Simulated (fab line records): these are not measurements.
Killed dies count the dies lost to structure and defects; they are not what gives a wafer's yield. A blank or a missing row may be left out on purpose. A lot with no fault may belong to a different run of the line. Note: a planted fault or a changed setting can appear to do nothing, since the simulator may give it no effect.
Which tool did it? -- flow rit cmos -- 14 lots with 42 wafers sampled at 3 steps, on a route of 202 steps

## WHAT THE GAUGES READ, wafer by wafer
RIT_NLDD_TW_MEAS_10. Usual: NLDD_TW typically reads 2510, with standard deviation 24.
lot,measured,on,NLDD_TW,flag
L751,day 2 22:22,film metro-01,2509 2531 2524,
L752,day 3 04:28,film metro-03,2472 2474 2475,
L757,day 4 04:10,film metro-02,1581 1589 1585,OFF
L759,day 4 16:02,film metro-02,1561 1555 1559,OFF
L764,day 5 16:38,film metro-02,2505 2523 2515,
L765,day 5 18:55,film metro-02,2510 2495 2506,
L766,day 6 01:38,film metro-01,2534 2516 2523,
L767,day 6 04:11,film metro-02,2518 2505 2505,
L768,day 6 11:48,film metro-02,2525 2517 2515,
L769,day 6 13:55,film metro-02,2528 2506 2519,
L770,day 6 22:02,film metro-03,2467 2460 2463,
L771,day 6 23:35,film metro-01,2528 2527 2517,
L773,day 7 13:32,film metro-03,2458 2452 2466,
L774,day 7 17:43,film metro-01,2532 2541 2532,

RIT_SDANNEAL_RS_MEAS_07: uses a four-point probe to measure. Usual: NLDD_RS typically reads 151.6 ohm/sq, with standard deviation 0.58.
lot,measured,on,NLDD_RS (ohm/sq),flag
L751,day 3 08:02,film metro-01,152.2 153.0 152.5,
L752,day 3 15:29,film metro-02,151.0 150.8 150.5,
L757,day 4 12:06,film metro-01,507.4 505.7 502.2,OFF
L759,day 5 00:59,film metro-02,517.7 527.7 519.9,OFF
L764,day 6 00:50,film metro-01,151.4 151.7 151.9,
L765,day 6 02:43,film metro-02,151.4 152.1 151.6,
L766,day 6 09:57,film metro-01,151.4 152.1 151.8,
L767,day 6 12:09,film metro-03,151.5 152.0 152.5,
L768,day 6 19:55,film metro-02,150.6 150.6 150.6,
L769,day 6 23:25,film metro-02,150.4 150.6 150.6,
L770,day 7 05:54,film metro-02,152.3 152.0 151.9,
L771,day 7 07:47,film metro-02,152.2 151.9 152.2,
L773,day 7 22:08,film metro-01,152.6 151.9 151.9,
L774,day 8 01:40,film metro-03,152.2 151.8 152.2,

## TOOL THAT RAN EACH LOT (tool first, then ch and the chambers of the sampled wafers, then the start)
lot,RIT_NLDD_IMPLANT_08
L751,"implanter-01 ch 0, day 2 22:03"
L752,"implanter-02 ch 0, day 3 04:08"
L757,"implanter-04 ch 0, day 4 03:51"
L759,"implanter-04 ch 0, day 4 15:42"
L764,"implanter-01 ch 0, day 5 16:19"
L765,"implanter-02 ch 0, day 5 18:36"
L766,"implanter-01 ch 0, day 6 01:19"
L767,"implanter-02 ch 0, day 6 03:52"
L768,"implanter-02 ch 0, day 6 11:29"
L769,"implanter-02 ch 0, day 6 13:37"
L770,"implanter-02 ch 0, day 6 21:42"
L771,"implanter-02 ch 0, day 6 23:15"
L773,"implanter-02 ch 0, day 7 13:13"
L774,"implanter-01 ch 0, day 7 17:24"
- RIT_NLDD_IMPLANT_08

## WHAT THE TOOLS THEMSELVES READ (means of the sampled wafers that have a number; where no wafer has one, the mark that the record gives instead)
RIT_NLDD_IMPLANT_08. Usual: dose ions cm2 5e+14, standard deviation 4.5e+11; end station pressure torr 6.3e-06 Torr, standard deviation 3.2e-07; faraday current uA 1571, standard deviation 29.
lot,tool,dose ions cm2,end station pressure torr (Torr),faraday current uA,flag
L751,implanter-01,5e+14,6.1e-06,1571,
L752,implanter-02,5e+14,6.5e-06,1578,
L757,implanter-04,1e+14,5.2e-06,324,OFF
L759,implanter-04,1e+14,5.2e-06,309,OFF
L764,implanter-01,5e+14,6.1e-06,1578,
L765,implanter-02,5e+14,6.2e-06,1578,
L766,implanter-01,5e+14,6.2e-06,1584,
L767,implanter-02,5e+14,5.8e-06,1582,
L768,implanter-02,5e+14,6.5e-06,1553,
L769,implanter-02,5e+14,6.6e-06,1563,
L770,implanter-02,5e+14,6.4e-06,1587,
L771,implanter-02,5e+14,6.0e-06,1579,
L773,implanter-02,5e+14,6.4e-06,1579,
L774,implanter-01,5e+14,6.1e-06,1582,

## THE ANSWER, worked out from the rows above alone
Rule: take the mean of a lot's wafers that have a number; if it is more than 3 standard deviations from the usual mean, the lot is off. Also off: a lot with no number at a reading for which 4 or more lots have one. The other lots that the step has rows for count as sound. Order of review: gauges by route order, followed by the tools' own readings, for which a lot's mean as printed above is used. At the first step where some lot is off, the reading lying furthest off is the one used; lots without a number count as furthest.
Off: at RIT_NLDD_TW_MEAS_10 (NLDD_TW), L757, L759.
A tool fits if, at a process step before that reading, it ran every lot that is off, and no sound lot after the first of them. Not tried: the gauges at RIT_NLDD_TW_MEAS_10; whatever is off there is also off at RIT_NLDD_IMPLANT_08, on other tools, and gauge error can't account for it. One fits: RIT_NLDD_IMPLANT_08 on implanter-04. It ran no sound lot before its first lot that is off in this sample, so the start can't be narrowed down.
The tool's own readings at RIT_NLDD_IMPLANT_08 bear it out: on the lots that are off they differ by more than 5 times the standard deviation of the sound lots' means. dose ions cm2 reads 1e+14 there against 5e+14 on the sound lots; faraday current uA reads 316 there against 1576 on the sound lots.

## WHAT THE SIMULATOR HAD PUT IN
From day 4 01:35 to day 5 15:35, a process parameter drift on implanter-04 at RIT_NLDD_IMPLANT_08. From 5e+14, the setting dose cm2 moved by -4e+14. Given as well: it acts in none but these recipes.
Struck lots among those shown: L757, L759. The same result came from the rule above.
